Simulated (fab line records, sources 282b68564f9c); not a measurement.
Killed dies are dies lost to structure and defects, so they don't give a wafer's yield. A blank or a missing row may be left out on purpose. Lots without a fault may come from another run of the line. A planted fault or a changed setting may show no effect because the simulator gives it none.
fab line records | flow rit_cmos
record lots=6 wafers=18 last_day=7
route steps=202 shown PLDD@116 SPACER@125 NSD@131 PSD@142 SDANNEAL@153 SILICIDE@161 M1@202
lots that met no fault: from a run of the same line without faults
start_h: hours from the record's first day to the start of the lot's first wafer shown | wait_h: hours since the lot's step before | " the same as in the row above | L1.1+2: a row that stands for several wafers | - no value, or no start given | * or withheld: withheld | < > ~ a bound
route shown NAME@n: a module of which the file shows steps, and the number in the route of the first | usual: mean/standard deviation of fault-free wafers | same: alike in all rows | chamber/n: place in a boat | sites: the reading at each site | _std_site: their standard deviation | _edge_site: outer sites' mean less inner sites' | radius_mm: how far each site lies from the wafer's centre | mask NAME#n: copy n | behind: the tool/chamber that last shaped the wafer | hold: why the lot was held/for how many hours/how that ended | device: the transistor (n, p or np) that didn't switch | end of line: the same wafers' tests at the end of the route | a step without rows: its recipe alone | killed: dies lost to structure and defects at the first sort, not the wafer's yield | map: a wafer's dies, x killed, . not, _ none there
set.NAME: the setting as run; set.NAME@STEP: as run at that earlier step | model.NAME: the simulator's own value behind a step, which no gauge read
lots at some steps of the route; a table a step, a row a wafer
services: from which hour (start_h, from the record's first day; less than 0 if before it) a tool's chamber was out of use, for how many hours, and why
## steps
# step RIT_PLDD_SOFTBAKE_02
# recipe resist=NOVOLAK temp_c=90 time_s=60
# step RIT_PLDD_EXPOSE_03
# recipe mask_id=M8 na=0.57 target_cd_nm=40900 dose_mj=250
# step RIT_PLDD_PEB_04
# recipe resist=NOVOLAK temp_c=withheld time_s=withheld
# step RIT_PLDD_DEVELOP_05
# recipe resist=NOVOLAK develop_time_s=50 dev_temp_c=23
# step RIT_PLDD_OVL_MEAS_06
# usual PLDD_OVL=-0.1/1.7
# columns lot.wafer tool chamber start_h wait_h PLDD_OVL[nm]
L196.2 overlay-02 - 59.49 - -1.2
L196.4 " - " " -1.0
L196.6 " - " " -0.5
L198.1 overlay-02 - 68.32 - -0.6
L198.2 " - " " 0.1
L198.5 " - " " 2.0
L200.1 overlay-01 - 80.49 - 2.5
L200.4 " - " " -0.1
L200.5 " - " " 0.8
L211.1 overlay-01 - 137.14 - -2.4
L211.3 " - " " -0.1
L211.5 " - " " -0.5
L214.2 overlay-02 - 151.93 - 1.6
L214.3 " - " " 3.0
L214.5 " - " " 1.8
L216.1 overlay-02 - 164.68 - 0.2
L216.3 " - " " -3.0
L216.4 " - " " -2.3
# step RIT_PLDD_HARDBAKE_07
# recipe resist=NOVOLAK temp_c=140 time_s=60
# step RIT_PLDD_IMPLANT_08
# recipe species=BF2 energy_kev=20 dose_cm2=9e+14 tilt_deg=7
# step RIT_PLDD_STRIP_09
# recipe chemistry=O2 time_s=180 resist=NOVOLAK platen_temp_c=withheld power_w=500 pressure_mtorr=4000 o2_flow_sccm=4000
# usual drypump_motor_current_A=5.9/0.32
# same time_s=180
# columns lot.wafer tool chamber start_h wait_h drypump_motor_current_A rf_hours_counter_h
L196.2 plasma_asher-03 0 59.82 0.1 6.2 42
L196.4 " 0 " " 6.2 -
L196.6 " 1 " " 6.0 -
L198.1 plasma_asher-01 1 68.65 0.1 5.9 45
L198.2 " 0 " " 5.8 45
L198.5 " 0 " " 5.8 -
L200.1 plasma_asher-03 1 80.86 0.1 6.0 44
L200.4 " 1 " " 6.0 -
L200.5 " 0 " " 6.2 -
L211.1 plasma_asher-04 1 137.47 0.1 5.2 34
L211.3 " 0 " " 6.4 -
L211.5 " 1 " " 5.2 -
L214.2 plasma_asher-04 1 152.26 0.1 5.2 36
L214.3 " 1 " " 5.2 -
L214.5 " 1 " " 5.2 -
L216.1 plasma_asher-03 0 165.13 0.1 6.2 53
L216.3 " 0 " " 6.2 -
L216.4 " 1 " " 6.0 -
# step RIT_PLDD_TW_MEAS_10
# usual PLDD_TW=2357/25
# columns lot.wafer tool chamber start_h wait_h PLDD_TW
L196.2 film_metro-01 - 60.00 0.1 2319
L196.4 " - " " 2321
L196.6 " - " " 2309
L198.1 film_metro-01 - 68.83 0.1 2302
L198.2 " - " " 2313
L198.5 " - " " 2312
L200.1 film_metro-02 - 81.04 0.1 2376
L200.4 " - " " 2362
L200.5 " - " " 2373
L211.1 film_metro-01 - 137.65 0.1 2312
L211.3 " - " " 2320
L211.5 " - " " 2320
L214.2 film_metro-02 - 152.45 0.1 2385
L214.3 " - " " 2378
L214.5 " - " " 2369
L216.1 film_metro-02 - 165.30 0.1 2368
L216.3 " - " " 2378
L216.4 " - " " 2379
# step RIT_SPACER_CLEAN_00
# recipe chemistry=SC1 mix=3:3:50 time_s=600 temp_c=75
# step RIT_SPACER_CLEAN_01
# recipe chemistry=dHF dilution=50:1 time_s=30
# step RIT_SPACER_CLEAN_02
# recipe chemistry=SC2 mix=3:3:50 time_s=600 temp_c=75 dry=n2_spin
# step RIT_SPACER_CVD_03
# recipe material=Si3N4 target_thk_nm=250 temp_c=810 precursor=SiH2Cl2/NH3 time_s=3300 pressure_mtorr=300 sih2cl2_flow_sccm=60 nh3_flow_sccm=150
# usual pressure_mtorr=300.2/0.58 zone_power_load_pct=21.7/1.3
# same time_s=3300
# columns lot.wafer tool chamber start_h wait_h pressure_mtorr zone_power_load_pct model.Si3N4_of_SPACER_CVD_03.thk_nm
L196.2 lpcvd-02 1 60.44 0.0 360.5 19.7 266.3
L196.4 " 1 " " 360.2 19.8 265.1
L196.6 " 1 " " 360.9 20.0 265.3
L198.1 lpcvd-02 1 69.31 0.0 361.7 19.4 261.9
L198.2 " 1 " " 360.7 19.8 260.8
L198.5 " 1 " " 360.0 19.9 262.7
L200.1 lpcvd-01 1 81.50 0.0 300.9 23.4 249.7
L200.4 " 1 " " 300.3 23.6 250.7
L200.5 " 1 " " 301.0 23.4 251.4
L211.1 lpcvd-02 1 138.09 0.0 300.0 19.8 246.1
L211.3 " 1 " " 300.5 19.9 246.8
L211.5 " 1 " " 301.1 19.7 243.3
L214.2 lpcvd-01 0 152.87 0.0 299.4 21.6 249.2
L214.3 " 0 " " 299.7 22.4 250.3
L214.5 " 0 " " 299.1 21.7 250.7
L216.1 lpcvd-01 1 165.78 0.0 299.6 23.3 247.1
L216.3 " 1 " " 300.2 23.6 246.3
L216.4 " 1 " " 299.8 23.3 246.9
# step RIT_SPACER_THK_MEAS_04
# recipe reads=Si3N4_of_SPACER_CVD_03
# usual SPACER_NITRIDE_THK=250.7/2.8
# columns lot.wafer tool chamber start_h wait_h SPACER_NITRIDE_THK[nm]
L196.2 film_metro-01 - 62.36 0.0 266.2
L196.4 " - " " 265.3
L196.6 " - " " 265.3
L198.1 film_metro-02 - 71.22 0.0 261.8
L198.2 " - " " 261.0
L198.5 " - " " 262.5
L200.1 film_metro-04 - 83.43 0.0 249.7
L200.4 " - " " 250.9
L200.5 " - " " 251.4
L211.1 film_metro-01 - 140.01 0.0 246.2
L211.3 " - " " 246.9
L211.5 " - " " 243.1
L214.2 film_metro-02 - 154.79 0.0 249.0
L214.3 " - " " 250.4
L214.5 " - " " 250.8
L216.1 film_metro-04 - 167.70 0.0 247.1
L216.3 " - " " 246.4
L216.4 " - " " 247.0
# step RIT_SPACER_ETCHBACK_05
# recipe target_depth_a=2500 SF6_flow_sccm=30 CHF3_flow_sccm=30 target=Si3N4 chemistry=SF6/CHF3 pressure_mtorr=40 rf_w=250 time_s=240 stop_on=SiO2
# usual drypump_motor_current_A=5.9/0.57 oes_product_au=0.849/0.017 throttle_valve_pct=10.25/0.15
# same time_s=240
# columns lot.wafer tool chamber start_h wait_h drypump_motor_current_A oes_product_au rf_hours_counter_h throttle_valve_pct model.etch.depth_nm
L196.2 rie_diel-03 1 62.41 0.0 6.5 0.899 5 10.32 266.3
L196.4 " 0 " " 5.2 0.872 23 10.33 265.1
L196.6 " 3 " " 6.6 0.898 - 10.14 265.3
L198.1 rie_diel-04 1 71.28 0.1 6.7 0.874 8 10.24 261.9
L198.2 " 2 " " 5.9 0.880 3 10.50 260.8
L198.5 " 0 " " 5.3 0.866 - 10.17 262.7
L200.1 rie_diel-03 2 83.49 0.1 5.7 0.827 60 10.13 249.7
L200.4 " 0 " " 5.2 0.837 23 10.34 250.7
L200.5 " 1 " " 6.5 0.858 - 10.30 251.4
L211.1 rie_diel-03 2 140.07 0.1 5.7 0.814 61 10.15 246.1
L211.3 " 1 " " 6.5 0.854 6 10.32 246.8
L211.5 " 1 " " 6.5 0.843 - 10.31 243.3
L214.2 rie_diel-04 0 154.84 0.0 5.3 0.829 7 10.14 249.2
L214.3 " 1 " " 6.7 0.852 10 10.24 250.3
L214.5 " 2 " " 5.8 0.850 - 10.49 250.7
L216.1 rie_diel-02 1 167.76 0.1 5.7 0.835 109 10.31 247.1
L216.3 " 2 " " 6.4 0.857 138 10.49 246.3
L216.4 " 3 " " 6.0 0.847 81 10.02 246.9
# step RIT_NSD_HMDS_00
# recipe prime_time_s=60 prime_temp_c=140
# step RIT_NSD_COAT_01
# recipe resist=NOVOLAK spin_rpm=3250 resist_thk_nm=1000
# step RIT_NSD_SOFTBAKE_02
# recipe resist=NOVOLAK temp_c=90 time_s=60
# step RIT_NSD_EXPOSE_03
# recipe mask_id=M9 na=0.57 target_cd_nm=40700 dose_mj=250
# step RIT_NSD_PEB_04
# recipe resist=NOVOLAK temp_c=withheld time_s=withheld
# step RIT_NSD_DEVELOP_05
# recipe resist=NOVOLAK develop_time_s=50 dev_temp_c=23
# step RIT_NSD_OVL_MEAS_06
# usual NSD_OVL=-0.5/1.5
# columns lot.wafer tool chamber start_h wait_h NSD_OVL[nm]
L196.2 overlay-01 - 63.42 - -0.2
L196.4 " - " " 0.2
L196.6 " - " " -0.6
L198.1 overlay-02 - 72.41 - 0.6
L198.2 " - " " -2.1
L198.5 " - " " 0.7
L200.1 overlay-01 - 84.75 - 1.3
L200.4 " - " " 0.4
L200.5 " - " " -1.0
L211.1 overlay-01 - 141.19 - 1.9
L211.3 " - " " 2.0
L211.5 " - " " 2.6
L214.2 overlay-02 - 155.97 - -1.3
L214.3 " - " " -1.4
L214.5 " - " " -0.6
L216.1 overlay-01 - 168.76 - -1.7
L216.3 " - " " 0.3
L216.4 " - " " 0.8
# step RIT_NSD_HARDBAKE_07
# recipe resist=NOVOLAK temp_c=140 time_s=60
# step RIT_NSD_IMPLANT_08
# recipe species=P energy_kev=25 dose_cm2=1e+15 tilt_deg=7
# step RIT_NSD_STRIP_09
# recipe chemistry=O2 time_s=180 resist=NOVOLAK platen_temp_c=withheld power_w=500 pressure_mtorr=4000 o2_flow_sccm=4000
# usual drypump_motor_current_A=5.9/0.44
# same time_s=180
# columns lot.wafer tool chamber start_h wait_h drypump_motor_current_A rf_hours_counter_h
L196.2 plasma_asher-04 1 63.75 0.1 5.2 26
L196.4 " 0 " " 6.3 -
L196.6 " 1 " " 5.2 -
L198.1 plasma_asher-04 1 72.75 0.1 5.2 27
L198.2 " 0 " " 6.3 27
L198.5 " 1 " " 5.2 -
L200.1 plasma_asher-03 1 85.08 0.1 6.0 44
L200.4 " 1 " " 6.0 -
L200.5 " 0 " " 6.2 -
L211.1 plasma_asher-03 1 141.53 0.1 6.0 50
L211.3 " 0 " " 6.2 -
L211.5 " 1 " " 6.0 -
L214.2 plasma_asher-03 0 156.30 0.1 6.2 52
L214.3 " 0 " " 6.2 -
L214.5 " 1 " " 6.0 -
L216.1 plasma_asher-04 0 169.10 0.1 6.3 37
L216.3 " 1 " " 5.2 -
L216.4 " 0 " " 6.3 -
# step RIT_NSD_TW_MEAS_10
# usual NSD_TW=3128/29
# columns lot.wafer tool chamber start_h wait_h NSD_TW
L196.2 film_metro-03 - 63.94 0.1 3109
L196.4 " - " " 3113
L196.6 " - " " 3124
L198.1 film_metro-02 - 72.92 0.1 3153
L198.2 " - " " 3155
L198.5 " - " " 3153
L200.1 film_metro-02 - 85.26 0.1 3151
L200.4 " - " " 3157
L200.5 " - " " 3174
L211.1 film_metro-02 - 141.70 0.1 3149
L211.3 " - " " 3133
L211.5 " - " " 3157
L214.2 film_metro-02 - 156.49 0.1 3142
L214.3 " - " " 3153
L214.5 " - " " 3156
L216.1 film_metro-01 - 169.27 0.1 3072
L216.3 " - " " 3075
L216.4 " - " " 3070
# step RIT_PSD_HMDS_00
# recipe prime_time_s=60 prime_temp_c=140
# step RIT_PSD_COAT_01
# recipe resist=NOVOLAK spin_rpm=3250 resist_thk_nm=1000
# step RIT_PSD_SOFTBAKE_02
# recipe resist=NOVOLAK temp_c=90 time_s=60
# step RIT_PSD_EXPOSE_03
# recipe mask_id=M10 na=0.57 target_cd_nm=40900 dose_mj=250
# step RIT_PSD_PEB_04
# recipe resist=NOVOLAK temp_c=withheld time_s=withheld
# step RIT_PSD_DEVELOP_05
# recipe resist=NOVOLAK develop_time_s=50 dev_temp_c=23
# step RIT_PSD_OVL_MEAS_06
# usual PSD_OVL=1.1/1.7
# columns lot.wafer tool chamber start_h wait_h PSD_OVL[nm]
L196.2 overlay-01 - 64.84 - 3.9
L196.4 " - " " 0.4
L196.6 " - " " 2.7
L198.1 overlay-01 - 74.02 - 1.6
L198.2 " - " " 1.8
L198.5 " - " " 2.3
L200.1 overlay-01 - 86.29 - 1.8
L200.4 " - " " 2.6
L200.5 " - " " 3.1
L211.1 overlay-02 - 143.04 - 1.8
L211.3 " - " " -0.7
L211.5 " - " " -0.9
L214.2 overlay-02 - 157.39 - 3.6
L214.3 " - " " -0.6
L214.5 " - " " 1.6
L216.1 overlay-02 - 170.35 - -2.2
L216.3 " - " " -1.7
L216.4 " - " " -1.7
# step RIT_PSD_HARDBAKE_07
# recipe resist=NOVOLAK temp_c=140 time_s=60
# step RIT_PSD_IMPLANT_08
# recipe species=BF2 energy_kev=27 dose_cm2=5e+15 tilt_deg=7
# step RIT_PSD_STRIP_09
# recipe chemistry=O2 time_s=180 resist=NOVOLAK platen_temp_c=withheld power_w=500 pressure_mtorr=4000 o2_flow_sccm=4000
# usual drypump_motor_current_A=5.8/0.38
# same time_s=180
# columns lot.wafer tool chamber start_h wait_h drypump_motor_current_A rf_hours_counter_h
L196.2 plasma_asher-02 1 65.19 0.1 6.2 43
L196.4 " 0 " " 5.4 -
L196.6 " 0 " " 5.4 -
L198.1 plasma_asher-01 0 74.35 0.1 5.8 46
L198.2 " 1 " " 5.9 46
L198.5 " 1 " " 5.9 -
L200.1 plasma_asher-01 0 86.63 0.1 5.8 47
L200.4 " 0 " " 5.8 -
L200.5 " 0 " " 5.8 -
L211.1 plasma_asher-04 0 143.44 0.1 6.3 34
L211.3 " 0 " " 6.3 -
L211.5 " 0 " " 6.3 -
L214.2 plasma_asher-01 0 157.72 0.1 5.8 53
L214.3 " 0 " " 5.8 -
L214.5 " 0 " " 5.8 -
L216.1 plasma_asher-02 1 170.68 0.1 6.2 5
L216.3 " 0 " " 5.4 -
L216.4 " 1 " " 6.2 -
# step RIT_PSD_TW_MEAS_10
# usual PSD_TW=3406/34
# columns lot.wafer tool chamber start_h wait_h PSD_TW
L196.2 film_metro-01 - 65.37 0.1 3380
L196.4 " - " " 3390
L196.6 " - " " 3390
L198.1 film_metro-01 - 74.53 0.1 3356
L198.2 " - " " 3390
L198.5 " - " " 3366
L200.1 film_metro-03 - 86.81 0.1 3434
L200.4 " - " " 3418
L200.5 " - " " 3413
L211.1 film_metro-01 - 143.62 0.1 3403
L211.3 " - " " 3394
L211.5 " - " " 3401
L214.2 film_metro-02 - 157.91 0.1 3457
L214.3 " - " " 3438
L214.5 " - " " 3472
L216.1 film_metro-03 - 170.86 0.1 3433
L216.3 " - " " 3435
L216.4 " - " " 3439
# step RIT_SDANNEAL_CLEAN_00
# recipe chemistry=SC1 mix=3:3:50 time_s=600 temp_c=75
# step RIT_SDANNEAL_CLEAN_01
# recipe chemistry=dHF dilution=50:1 time_s=30
# step RIT_SDANNEAL_CLEAN_02
# recipe chemistry=SC2 mix=3:3:50 time_s=600 temp_c=75 dry=n2_spin
# step RIT_SDANNEAL_RTA_03
# recipe temp_c=1050 time_s=5 idle_temp_c=600 ramp_up_c_per_s=342 ramp_down_c_per_s=171 cool_to_c=600 ambient=N2
# usual wafer_temp_C_max=1053.5/1.1
# same time_s=5
# columns lot.wafer tool chamber start_h wait_h wafer_temp_C_max
L196.2 rtp_anneal-01 0 65.82 0.0 1054.0
L196.4 " 0 " " 1051.8
L196.6 " 0 " " 1053.4
L198.1 rtp_anneal-01 0 75.16 0.0 1053.4
L198.2 " 0 " " 1053.0
L198.5 " 0 " " 1051.6
L200.1 rtp_anneal-01 0 87.27 0.0 1053.3
L200.4 " 0 " " 1053.5
L200.5 " 0 " " 1053.4
L211.1 rtp_anneal-01 0 144.04 0.0 1053.2
L211.3 " 0 " " 1054.6
L211.5 " 0 " " 1053.1
L214.2 rtp_anneal-02 0 158.34 0.0 1053.6
L214.3 " 0 " " 1052.7
L214.5 " 0 " " 1055.4
L216.1 rtp_anneal-02 0 171.29 0.0 1055.5
L216.3 " 0 " " 1053.6
L216.4 " 0 " " 1053.2
# step RIT_SDANNEAL_RS_MEAS_04
# recipe thk_meas_gauge=four-point-probe
# usual PSD_RS=115.95/0.26
# columns lot.wafer tool chamber start_h wait_h PSD_RS[ohm/sq]
L196.2 film_metro-01 - 65.89 0.1 116.05
L196.4 " - " " 116.15
L196.6 " - " " 116.15
L198.1 film_metro-01 - 75.22 0.0 115.53
L198.2 " - " " 115.49
L198.5 " - " " 116.09
L200.1 film_metro-01 - 87.32 0.0 115.75
L200.4 " - " " 115.99
L200.5 " - " " 116.27
L211.1 film_metro-03 - 144.10 0.0 115.41
L211.3 " - " " 115.73
L211.5 " - " " 115.71
L214.2 film_metro-02 - 158.40 0.1 116.08
L214.3 " - " " 115.79
L214.5 " - " " 115.65
L216.1 film_metro-01 - 171.34 0.0 116.30
L216.3 " - " " 116.02
L216.4 " - " " 116.11
# step RIT_SILICIDE_WET_ETCH_00
# recipe chemistry=BOE target=SiO2 target_depth_nm=14 time_s=15 dry=n2_spin dilution=10:1 temp_c=21.5
# same time_s=15
# columns lot.wafer tool chamber start_h wait_h model.Si3N4_of_SPACER_CVD_03.thk_nm
L196.2 wet_bench-02 1 66.35 0.1 207.1
L196.4 " 1 " " 208
L196.6 " 1 " " 207.2
L198.1 wet_bench-02 0 75.70 0.1 204.5
L198.2 " 0 " " 202.5
L198.5 " 0 " " 205.6
L200.1 wet_bench-04 3 87.80 0.1 195.4
L200.4 " 3 " " 196.1
L200.5 " 3 " " 195.1
L211.1 wet_bench-02 2 144.58 0.1 192.1
L211.3 " 2 " " 191.2
L211.5 " 2 " " 188.1
L214.2 wet_bench-02 3 158.86 0.1 195.2
L214.3 " 3 " " 196.1
L214.5 " 3 " " 195.1
L216.1 wet_bench-04 0 171.82 0.1 192.7
L216.3 " 0 " " 194.1
L216.4 " 0 " " 192.5
# step RIT_M1_PROBE_99
# usual killed_at_M0_to_M3=0.0/0.19 killed_at_front_end=6.4/2.9 killed_dies=6.5/3 killed_on_rim=1.6/1.4 killed_open=3.3/1.9 killed_short=3.2/1.7
# same gross_dies=264 killed_at_M4_up=0 killed_at_back_side=0 killed_at_contacts=0 killed_at_other=0
# columns lot.wafer tool chamber start_h wait_h killed_at_M0_to_M3 killed_at_front_end killed_dies killed_on_rim killed_open killed_short model.etest.pplus_sal.width_nm model.etest.nplus_sal.width_nm model.etest.pwell_pinched.rs_ohm_sq model.etest.nwell_pinched.rs_ohm_sq model.etest.nmos_0p15.tox_inv_nm model.etest.diode_nplus_comb.cj_ff_um2 model.etest.diode_nplus_pwell.cj_ff_um2
L196.2 prober-01 - 73.54 0.1 0 7 7 5 4 3 3414 3410 450.4 327.6 4.59 2.614 2.073
L196.4 prober-01 - 73.64 0.2 0 5 5 2 4 1 3402 3373 446.5 322.1 4.652 2.533 2.033
L196.6 prober-01 - 73.74 0.2 0 8 8 2 2 6 3409 3404 446.7 329.6 4.623 2.584 2.068
L200.1 prober-01 - 94.88 0.1 0 4 4 2 1 3 3427 3445 455.7 337.4 4.45 2.639 2.063
L200.4 prober-01 - 95.03 0.2 0 6 6 1 2 4 3434 3422 447.4 333.4 4.483 2.632 2.068
L200.5 prober-01 - 95.08 0.2 0 8 8 2 6 2 3450 3450 463.8 344.2 4.44 2.658 2.08
L211.1 prober-02 - 152.13 0.1 0 5 5 0 3 2 3444 3431 459.2 345.2 4.413 2.654 2.08
L211.3 prober-02 - 152.23 0.2 1 6 7 2 0 7 3462 3473 461.6 350.1 4.396 2.687 2.071
L211.5 prober-02 - 152.33 0.2 0 10 10 6 6 4 3485 3468 468.4 351.8 4.347 2.705 2.065
L214.2 prober-01 - 166.42 0.1 0 4 4 1 1 3 3426 3436 466.2 334.8 4.508 2.644 2.067
L214.3 prober-01 - 166.47 0.2 0 6 6 2 5 1 3434 3440 462.9 333.1 4.591 2.645 2.081
L214.5 prober-01 - 166.57 0.2 0 1 1 0 0 1 3445 3430 461.6 338.4 4.458 2.671 2.091
L216.1 prober-01 - 178.63 0.1 0 10 10 3 2 8 3440 3456 462.3 341.6 4.423 2.651 2.056
L216.3 prober-01 - 178.73 0.2 0 5 5 0 3 2 3407 3408 455.1 334.2 4.517 2.616 2.066
L216.4 prober-01 - 178.78 0.2 0 6 6 2 2 4 3441 3427 460.5 341.1 4.438 2.661 2.076
# killed by level:class
L196.2 GATE:geometric_particle:open=3 FOX1:geometric_particle:short=1 SPACER:geometric_particle:open=1 SPACER:geometric_particle:short=1 SILICIDE:geometric_particle:short=1
L196.4 GATE:geometric_particle:open=3 GATE:geometric_particle:short=1 SILICIDE:geometric_particle:open=1
L196.6 GATE:geometric_particle:short=4 GATE:geometric_particle:open=2 FOX1:geometric_particle:short=1 REOX:geometric_particle:short=1
L200.1 REOX:geometric_particle:short=2 REOX:geometric_particle:open=1 SILICIDE:geometric_particle:short=1
L200.4 GATE:geometric_particle:short=3 FOX1:geometric_particle:short=1 FOX1:geometric_particle:open=1 GATE:geometric_particle:open=1
L200.5 GATE:geometric_particle:open=3 SPACER:geometric_particle:open=2 REOX:geometric_particle:short=1 SPACER:geometric_particle:short=1 SILICIDE:geometric_particle:open=1
L211.1 GATE:geometric_particle:short=1 GATE:geometric_particle:open=1 REOX:geometric_particle:open=1 SPACER:geometric_particle:open=1 SILICIDE:geometric_particle:short=1
L211.3 GATE:geometric_particle:short=2 SPACER:geometric_particle:short=2 FOX2:geometric_particle:short=1 SILICIDE:geometric_particle:short=1 M1:geometric_particle:short=1
L211.5 SILICIDE:geometric_particle:open=3 FOX1:geometric_particle:short=2 GATE:geometric_particle:short=2 SPACER:geometric_particle:open=2 GATE:geometric_particle:open=1
L214.2 SILICIDE:geometric_particle:short=2 FOX2:geometric_particle:short=1 GATE:geometric_particle:open=1
L214.3 GATE:geometric_particle:open=3 FOX1:geometric_particle:open=1 GATE:geometric_particle:short=1 SILICIDE:geometric_particle:open=1
L214.5 GATE:geometric_particle:short=1
L216.1 GATE:geometric_particle:short=4 SPACER:geometric_particle:short=2 FOX1:geometric_particle:short=1 FOX2:geometric_particle:open=1 FOX2:geometric_particle:short=1 SILICIDE:geometric_particle:open=1
L216.3 FOX1:geometric_particle:open=2 FOX2:geometric_particle:short=1 GATE:geometric_particle:open=1 SPACER:geometric_particle:short=1
L216.4 GATE:geometric_particle:short=2 FOX1:geometric_particle:open=1 FOX2:geometric_particle:short=1 REOX:geometric_particle:short=1 SILICIDE:geometric_particle:open=1
## services
# columns tool chamber start_h hours kind
rie_diel-04 - 44.46 1.8 repair
rie_diel-04 3 58.87 - clean
rie_diel-04 3 58.87 18.7 scheduled_down
rie_diel-04 3 58.87 18.7 vent_cycle
rie_diel-02 3 89.32 9.2 repair
rie_diel-04 3 92.29 5.8 repair
rie_diel-04 2 105.54 3.2 repair
plasma_asher-02 - 108.75 9.0 pm
plasma_asher-02 0 108.75 9.0 vent_cycle
plasma_asher-02 1 108.75 9.0 vent_cycle
plasma_asher-02 0 117.75 - clean
plasma_asher-02 1 117.75 - clean
rie_diel-03 0 118.01 4.7 repair
rie_diel-03 3 119.72 3.0 repair
rie_diel-03 3 139.09 - clean
rie_diel-03 3 139.09 27.4 scheduled_down
rie_diel-03 3 139.09 27.4 vent_cycle
rie_diel-02 1 139.27 7.1 repair
rtp_anneal-02 - 143.50 1.0 pm
plasma_asher-01 - 144.01 10.0 pm
rie_diel-03 2 169.10 2.5 repair
## key
first_sign step=RIT_SPACER_CVD_03 reading=pressure_mtorr direction=up sigmas=99+ usual=300.2 struck=360.7
effect step=RIT_SPACER_THK_MEAS_04 reading=SPACER_NITRIDE_THK direction=up sigmas=4.6 usual=250.7 struck=263.7
model_effect step=RIT_SPACER_CVD_03 value=Si3N4_of_SPACER_CVD_03.thk_nm without=249.6 struck=263.7
model_effect step=RIT_SPACER_ETCHBACK_05 value=etch.depth_nm without=249.6 struck=263.7
model_effect step=RIT_SILICIDE_WET_ETCH_00 value=Si3N4_of_SPACER_CVD_03.thk_nm without=194.8 struck=205.8
model_effect step=RIT_M1_PROBE_99 value=etest.pplus_sal.width_nm without=3436 struck=3408
met_at RIT_SPACER_CVD_03
struck_wafers L196.2,L196.4,L196.6,L198.1,L198.2,L198.5
rows_end L198.1,L198.2,L198.5
tester_left_out L196
fault kind=process_parameter_drift tool=lpcvd-02 chamber=- onset_h=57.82 steps=RIT_SPACER_CVD_03 channel=pressure_mtorr offset=60 shape=step end_h=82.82 acts_in=these_recipes_only stated=300
# tester_left_out: of these lots the tester's yield and bins aren't shown, on N5 and GAA mostly nor the transistor test; their killed dies are dies lost to structure and defects alone, not to doping, threshold or leakage, so they don't give the yield
# rows_end: these wafers met a further fault down the route, and their rows from its step on are left out
